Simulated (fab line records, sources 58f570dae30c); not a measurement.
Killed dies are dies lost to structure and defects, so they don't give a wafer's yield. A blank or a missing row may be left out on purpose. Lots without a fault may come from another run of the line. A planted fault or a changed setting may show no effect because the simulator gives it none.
Chamber matching | flow berkeley_cmos170 | UCB170_SPACER_ETCHBACK_03 on rie_diel-01: 4 sister chambers
The step etches SiO2 in CHF3/CF4/Ar, stops on Si, target depth 376 nm, time 100 s. 14 wafers are shown with their chamber, then 7 later ones without.

WAFERS WITH THEIR CHAMBER
wafer  | chamber | throttle_valve_pct (%) | drypump_motor_current_A (A) | oes_product_au (a.u.)
L362.1 | 1       | 6.38                   | 5.5                         | 0.906
L362.4 | 3       | 6.70                   | 6.1                         | 0.922
L362.5 | 0       | 6.61                   | 5.3                         | 0.905
L363.2 | 2       | 6.25                   | 5.8                         | 0.893
L363.5 | 2       | 6.27                   | 5.8                         | 0.893
L363.6 | 1       | 6.38                   | 5.5                         | 0.908
L365.3 | 0       | 6.62                   | 5.3                         | 0.898
L365.5 | 1       | 6.39                   | 5.5                         | 0.920
L365.6 | 0       | 6.61                   | 5.2                         | 0.903
L367.1 | 3       | 6.69                   | 6.1                         | 0.917
L367.2 | 1       | 6.38                   | 5.5                         | 0.904
L367.4 | 1       | 6.39                   | 5.5                         | 0.929
L375.1 | 2       | 6.25                   | 5.9                         | 0.899
L375.4 | 0       | 6.61                   | 5.2                         | 0.905

SIGNATURES (means of the wafers above)
reading                 | chamber 0 | chamber 1 | chamber 2 | chamber 3 | scatter within a chamber
throttle_valve_pct      | 6.6125    | 6.3840    | 6.2567    | 6.6950    | 0.00715
drypump_motor_current_A | 5.250     | 5.500     | 5.833     | 6.100     | 0.0408
oes_product_au          | 0.90275   | 0.91340   | 0.89500   | 0.91950   | 0.00727
Rule: a wafer's distance from a chamber is the root of the sum, over the readings, of the square of ((its reading less the chamber's mean) divided by the reading's scatter). The wafer belongs to the nearest chamber; if the next one is less than 2 further off, it can't be placed. The scatter: the root of (the sum of the squares of (reading less its chamber's mean) over the shown wafers, divided by (wafers less chambers)).

WAFERS WITHOUT THEIR CHAMBER
wafer  | throttle_valve_pct (%) | drypump_motor_current_A (A) | oes_product_au (a.u.)
L375.5 | 6.27                   | 5.9                         | 0.915
L383.1 | 6.71                   | 6.1                         | 0.915
L383.4 | 6.62                   | 5.2                         | 0.902
L383.6 | 6.67                   | 6.1                         | 0.933
L380.2 | 6.62                   | 5.2                         | 0.893
L380.3 | 6.40                   | 5.5                         | 0.914
L380.6 | 6.62                   | 5.2                         | 0.907

WHICH CHAMBER EACH WENT THROUGH
wafer  | from the rows above | in truth
L375.5 | 2                   | 2
L383.1 | 3                   | 3
L383.4 | 0                   | 0
L383.6 | 3                   | 3
L380.2 | 0                   | 0
L380.3 | 1                   | 1
L380.6 | 0                   | 0
Placed correctly: 7 of 7. Can't be placed from these rows: 0. Placed wrongly: 0.
